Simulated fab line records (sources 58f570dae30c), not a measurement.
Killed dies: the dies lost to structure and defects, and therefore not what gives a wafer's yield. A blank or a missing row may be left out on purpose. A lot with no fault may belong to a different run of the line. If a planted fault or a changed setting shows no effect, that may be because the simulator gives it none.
Code-filled problem report in 8D (eight disciplines) form | flow berkeleyCmos170 | the parts of the form that need people (team, actions taken, sign-off) are left out

## 1. THE ISSUE
ACTIVE_OVL at UCB170_ACTIVE_OVL_MEAS_14 reads a mean of -158 nm on 9 wafers of 3 lots; wafers without a fault read 3 nm with a standard deviation of 5.8. Relative to the usual mean, that is a shift of -28 standard deviations.
First seen on wafer L406.2, day 7 14:28, on overlay-02. The record has a number at this step for 45 wafers belonging to 15 lots. By rule, "out" or "out of limits" means more than 4 standard deviations away from the usual mean. Any other wafer with a number is counted as sound.

## 2. WHAT IT IS; WHAT IT IS NOT
question                    | is                     | is not
which readings at this step | ACTIVE_OVL             | -
which lots                  | L406, L407, L409       | L394, L395, L396, L398, L399, L403, L404, L411, L412, L413, L414, L417
which wafers of those lots  | all that have a number | -
read on which gauges        | overlay-01, overlay-02 | -
when                        | from day 7 14:28       | up to then (21 sound wafers); but 15 sound wafers of L411, L412, L413, L414, L417 came after

## 3. SUSPECTS, AND WHAT RULES EACH OUT
Counting: a tool stays on the suspect list if, at a process step up to the reading, it processed all lots that are out and no sound lot following the first of them.
- the gauge at UCB170_ACTIVE_OVL_MEAS_14 is ruled out. Those wafers that are out were read across 2 gauges (overlay-01, overlay-02).
- krfScanner-01 at UCB170_ACTIVE_EXPOSE_10 (exposes mask ACTIVE, target cd 1200 nm): kept. It ran every lot that is out, first L406 (day 7 13:56), and no sound lot after that; its last sound lot up to then is L398 (day 5 14:14).
Remaining after the count: krfScanner-01 at UCB170_ACTIVE_EXPOSE_10.

## 4. THE CAUSE (what the simulator had put in)
Scanner matching overlay: krfScanner-01, from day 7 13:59 on, at UCB170_ACTIVE_EXPOSE_10. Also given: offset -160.
This tool alone remained once counting was done.

## 5. SEQUENCE OF EFFECTS, ordered by route
Each row: a reading whose mean over the struck wafers that have a number lies more than 3 standard deviations from the usual. Scope: only readings with a usual standard deviation given in the record; hours: median across lots of the time from each lot's start at the first step in this table that gives one to its start at this step; sigmas: change in usual standard deviations.
hours | step                      | reading    | usual | on struck wafers | change | sigmas
0     | UCB170_ACTIVE_OVL_MEAS_14 | ACTIVE_OVL | 3 nm  | -158             | -161   | -28

## 6. HOW IT WOULD HAVE BEEN CAUGHT EARLIER
In this record the first reading out of limits at a measuring or inspecting step was taken at day 7 14:28, 0 hours after the fault began at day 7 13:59.
Of the lots that are out (3), L409 began UCB170_ACTIVE_EXPOSE_10 on krfScanner-01 after day 7 14:28. Holding the tool at that time would have saved it.
